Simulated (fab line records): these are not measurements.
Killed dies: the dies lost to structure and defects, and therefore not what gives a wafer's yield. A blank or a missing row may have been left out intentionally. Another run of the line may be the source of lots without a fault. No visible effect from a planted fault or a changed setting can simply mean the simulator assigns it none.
Which tool is to blame? -- flow rit_cmos -- 13 lots, 39 wafers sampled, at 1 step of a route of 202

## WHAT THE GAUGES READ, wafer by wafer
The record lacks any reading of a measuring or inspecting step that a usual standard deviation could be used to judge.

## TOOL THAT RAN EACH LOT (tool first, then ch and the chambers of the sampled wafers, then the start)
lot,RIT_NSD_EXPOSE_03
L705,"iline_stepper-02 ch 0, day 3 09:22"
L707,"iline_stepper-02 ch 0, day 3 13:31"
L710,"iline_stepper-02 ch 0, day 4 07:31"
L709,"iline_stepper-02 ch 0, day 4 08:02"
L714,"iline_stepper-02 ch 0, day 4 21:02"
L715,"iline_stepper-02 ch 0, day 5 02:22"
L719,"iline_stepper-01 ch 0, day 5 22:41"
L720,"iline_stepper-02 ch 0, day 6 05:35"
L721,"iline_stepper-01 ch 0, day 6 09:52"
L723,"iline_stepper-01 ch 0, day 7 02:09"
L724,"iline_stepper-02 ch 0, day 7 08:56"
L726,"iline_stepper-02 ch 0, day 7 19:40"
L727,"iline_stepper-01 ch 0, day 8 04:52"
- RIT_NSD_EXPOSE_03: exposes mask M9, target cd 40700 nm.

## AS READ BY THE TOOLS THEMSELVES (means over the sampled wafers that have a number; for cases with no such wafer, the mark the record gives instead)
RIT_NSD_EXPOSE_03.
lot,tool,focus_offset_nm (nm)
L705,iline_stepper-02,0.3
L707,iline_stepper-02,0.2
L710,iline_stepper-02,-0.1
L709,iline_stepper-02,-0.2
L714,iline_stepper-02,0.2
L715,iline_stepper-02,-0.3
L719,iline_stepper-01,-0.1
L720,iline_stepper-02,-0.2
L721,iline_stepper-01,-0.0
L723,iline_stepper-01,-0.4
L724,iline_stepper-02,-0.1
L726,iline_stepper-02,0.9
L727,iline_stepper-01,-0.6

## THE ANSWER, worked out from the rows above alone
Rule: the lots themselves supply what counts as usual. The widest of any qualifying gaps counts: lots, ordered by their means at a reading, are off when they make up no more than a third of the lots, leave a main group of 4 or more, and stand apart from it by 3 or more times the standard deviation of that group's means. A main group whose means are all the same, to the digits that the tables above print for the reading, isn't used. Also off: a lot with no number at a reading for which 4 or more lots have one. Any other lot the step has rows for is counted as sound. Order of review: gauges by route order, followed by the tools' own readings, for which a lot's mean as printed above is used. The first step at which some lot is off is used, and at that step the reading that is off furthest; a lot without a number counts as furthest.
None of the lots is off at any reading shown; this tells nothing.

## WHAT HAD BEEN PUT IN BY THE SIMULATOR
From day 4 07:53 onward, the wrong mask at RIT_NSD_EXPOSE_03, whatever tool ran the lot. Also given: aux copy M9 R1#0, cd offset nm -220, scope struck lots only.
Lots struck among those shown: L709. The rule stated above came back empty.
